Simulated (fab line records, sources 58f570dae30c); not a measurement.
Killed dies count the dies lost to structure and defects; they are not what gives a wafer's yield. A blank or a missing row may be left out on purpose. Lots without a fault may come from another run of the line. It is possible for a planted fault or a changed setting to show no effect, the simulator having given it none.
What tool caused it? | flow berkeleyCmos170 | 7 lots, 21 wafers sampled, at 1 step of a route of 331

## WHAT EACH GAUGE READ, for each wafer
UCB170_START_THK_MEAS_03.
lot  | measured    | on           | START_OXIDE_THK (nm)
L634 | day 1 23:55 | filmMetro-03 | 20.2 20.0 20.1
L636 | day 2 10:14 | filmMetro-04 | 19.7 20.0 19.4
L639 | day 3 01:21 | filmMetro-03 | 19.7 20.0 19.7
L643 | day 3 21:55 | filmMetro-03 | 19.9 20.2 20.0
L646 | day 4 13:20 | filmMetro-03 | 19.7 19.6 19.7
L648 | day 4 21:56 | filmMetro-03 | 19.5 19.6 19.4
L651 | day 5 13:23 | filmMetro-04 | 20.3 20.4 20.4

## EACH LOT AND THE TOOL THAT RAN IT (in order: tool; ch and the chambers of the sampled wafers; start)
No process step before these readings appears in the record.

## THE ANSWER, worked out from the rows above alone
Rule: what is usual is taken from the lots themselves. Put in order of their means at a reading, lots are off if they are a third of the lots or fewer, leave a main group of 4 or more, and stand apart from it by a gap of 3 or more times the standard deviation of the main group's means; of several such gaps the widest counts. The tables above print the reading to a certain number of digits; a main group whose means all agree to those digits is not used. A lot without any number at a reading at which 4 lots or more have one is off too. Where the step has rows for the other lots, those lots are counted as sound.
Nothing can be told from this: no lot is off at any reading shown.

## WHAT WAS PUT IN BY THE SIMULATOR
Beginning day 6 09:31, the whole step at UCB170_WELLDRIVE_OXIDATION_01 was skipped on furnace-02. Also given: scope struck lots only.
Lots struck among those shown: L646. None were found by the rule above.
